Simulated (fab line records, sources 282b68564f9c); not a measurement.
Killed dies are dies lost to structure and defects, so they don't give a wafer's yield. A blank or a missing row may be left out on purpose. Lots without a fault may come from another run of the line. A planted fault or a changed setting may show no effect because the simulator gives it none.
A struck lot beside a sound one | flow rit_cmos | 28 steps out of a route of 202
Sound: wafers L753.2, L753.5, L753.6. Struck: wafers L747.1, L747.4, L747.6. The cause comes at the end.
At each step with rows: each side's tool, then ch and its chambers, then its first start. Under that, the readings that differ: sound wafers | struck wafers | difference of the means | sigmas: that difference in standard deviations of wafers without a fault.
alike: readings whose means differ by less than 2 such deviations, and words and numbers that are the same on both sides. not compared: withheld readings, readings that some wafer has no value for, bounds like >300 that may hide the same value, and numbers for which the record gives no deviation and whose values overlap.
The two part at a step that has a row with sigmas, a row that says differs or no value, or rows on one side only. Numbers that don't overlap but have no deviation are shown without sigmas and don't part them. A reading that every wafer of one side lacks parts them only if that side has two wafers or more.

RIT_ACTIVE_BOW_MEAS_00:
  sound on film_metro-03, day 4 13:01; struck on film_metro-03, day 3 07:00
  alike: INCOMING_BOW
RIT_ACTIVE_OXIDATION_01: target thk 46.8 nm, ox time 3360 s.
  sound on furnace-01 ch 0, day 4 13:07; struck on furnace-04 ch 0, day 3 07:07
  reading                                       | sound                | struck               | difference | sigmas
  spike_tc_centre_C (C)                         | 1000.9 999.8 1002.0  | 1029.1 1027.7 1029.2 | +27.8      | +16
  spike_tc_load_C (C)                           | 1027.9 1029.8 1030.3 | 1048.6 1047.1 1049.4 | +19.0      | +7
  spike_tc_source_C (C)                         | 1024.7 1023.5 1022.7 | 1051.7 1051.5 1052.9 | +28.4      | +17
  tube_center_temp_C (C)                        | 999.96 1000 1000.1   | 1024.9 1024.9 1025   | +24.9      | +99 or more
  tube_center_temp_C_max                        | 1002.7 1002.4 1002.3 | 1027.1 1027.3 1027.4 | +24.8      | +58
  model.SiO2_of_ACTIVE_OXIDATION_01.thk_nm (nm) | 48.16 48.02 47.58    | 58.82 59.81 59.97    | +11.61     |
RIT_ACTIVE_THK_MEAS_02:
  sound on film_metro-02, day 4 15:04; struck on film_metro-02, day 3 09:03
  reading               | sound          | struck         | difference | sigmas
  ACTIVE_OXIDE_THK (nm) | 48.2 48.0 47.6 | 58.8 59.8 59.9 | +11.6      | +14
then, 1 step without rows for these wafers: RIT_ACTIVE_CVD_03 (deposits Si3N4 from SiH2Cl2/NH3, target thk 150 nm, time 1500 s).
RIT_ACTIVE_THK_MEAS_04:
  sound on film_metro-02, day 4 16:32; struck on film_metro-04, day 3 11:29
  alike: ACTIVE_NITRIDE_THK
then, 6 steps without rows for these wafers: RIT_ACTIVE_HMDS_05 (prime time 60 s); RIT_ACTIVE_COAT_06 (resist thk 1007 nm); RIT_ACTIVE_SOFTBAKE_07 (time 60 s); RIT_ACTIVE_EXPOSE_08 (exposes mask M1, target cd 1400 nm); RIT_ACTIVE_PEB_09; RIT_ACTIVE_DEVELOP_10 (develop time 50 s).
RIT_ACTIVE_CD_MEAS_11: target cd 1400 nm.
  sound on cd_sem-01, day 4 17:28; struck on cd_sem-02, day 3 12:31
  alike: cd_nm
then, 1 step without rows for these wafers: RIT_ACTIVE_HARDBAKE_12 (time 60 s).
RIT_ACTIVE_ETCH_13: etches Si3N4 in SF6, stops on SiO2, time 210 s, target depth 210 nm.
  sound on rie_diel-03 ch 0,1,2, day 4 17:43; struck on rie_diel-04 ch 0,1,3, day 3 12:47
  alike: drypump_motor_current_A, oes_product_au, throttle_valve_pct
  not compared: rf_hours_counter_h
RIT_ACTIVE_STRIP_14: strips in O2, time 180 s.
  sound on plasma_asher-03 ch 0,1, day 4 17:50; struck on plasma_asher-03 ch 0,1, day 3 12:55
  alike: drypump_motor_current_A
  not compared: rf_hours_counter_h
RIT_ACTIVE_CD_MEAS_90: target cd 1400 nm.
  sound on cd_sem-01, day 4 18:02; struck on cd_sem-01, day 3 13:06
  alike: cd_nm
then, 4 steps without rows for these wafers: RIT_ACTIVE_CLEAN_15 (cleans in SC1, time 600 s); RIT_ACTIVE_CLEAN_16 (cleans in dHF, time 30 s); RIT_ACTIVE_CLEAN_17 (cleans in SC2, time 600 s); RIT_FOX1_OXIDATION_00 (target thk 350.7 nm, ox time 1130 s).
RIT_FOX1_THK_MEAS_01:
  sound on film_metro-02, day 4 20:44; struck on film_metro-03, day 3 14:54
  alike: FOX1_OXIDE_THK
then, 2 steps without rows for these wafers: RIT_FOX1_WET_ETCH_02 (etches SiO2 in BOE, target depth 350 nm, time 400.1 s); RIT_FOX2_OXIDATION_00 (target thk 350.7 nm, ox time 1130 s).
RIT_FOX2_THK_MEAS_01:
  sound on film_metro-01, day 4 23:01; struck on film_metro-03, day 3 16:24
  alike: FOX2_OXIDE_THK
then, 1 step without rows for these wafers: RIT_FOX2_CLEAN_02 (cleans in dHF, time 180 s).
RIT_FOX2_WET_ETCH_03: etches Si3N4 in H3PO4, target depth 195 nm, time 2700 s.
  sound on wet_bench-04 ch 0, day 4 23:08; struck on wet_bench-02 ch 0, day 3 16:31
  reading                                       | sound                | struck               | difference | sigmas
  temp_c (C)                                    | 164.97 165.16 165.13 | 164.65 164.63 164.65 | -0.44      | -3
  model.SiO2_of_ACTIVE_OXIDATION_01.thk_nm (nm) | 42.69 42.32 42.18    | 52.44 53.34 53.22    | +10.60     |
RIT_FOX2_THK_MEAS_90:
  sound on film_metro-04, day 4 23:53; struck on film_metro-01, day 3 17:25
  alike: FIELD_OXIDE_LEFT_1_THK
RIT_M1_PROBE_99:
  sound on prober-02, day 6 18:03; struck on prober-02, day 5 06:27
  reading                             | sound             | struck            | difference | sigmas
  model.etest.nldd.width_nm (nm)      | 3139 3173 3168    | 3021 3024 3010    | -142       |
  model.etest.pldd.width_nm (nm)      | 3143 3139 3128    | 3034 3033 2993    | -117       |
  model.etest.pplus_sal.width_nm (nm) | 3414 3414 3416    | 3398 3388 3376    | -27        |
  model.etest.nplus_sal.width_nm (nm) | 3417 3435 3432    | 3382 3365 3376    | -54        |
  model.etest.nmos_narrow.drive_ua_um | 202.5 211.3 208.5 | 186.8 186.8 177.7 | -23.7      |
  model.etest.pmos_narrow.drive_ua_um | 91.67 94.56 92.55 | 83.35 83.17 79.89 | -10.79     |
  alike: killed_at_contacts, killed_at_front_end, killed_dies, killed_open, killed_short
  not compared: model.etest.nmos_0p3.drive_ua_um, model.etest.well_edge_right.line_ohm_um

WHERE THEY PART
First at RIT_ACTIVE_OXIDATION_01; last, within this record, at RIT_FOX2_WET_ETCH_03. Later steps at which nothing parts them and some readings are alike: RIT_FOX2_THK_MEAS_90, RIT_M1_PROBE_99.

WHY: what the simulator had put in
Process parameter drift: furnace-04, from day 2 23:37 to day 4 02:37, at RIT_ACTIVE_OXIDATION_01. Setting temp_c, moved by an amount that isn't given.
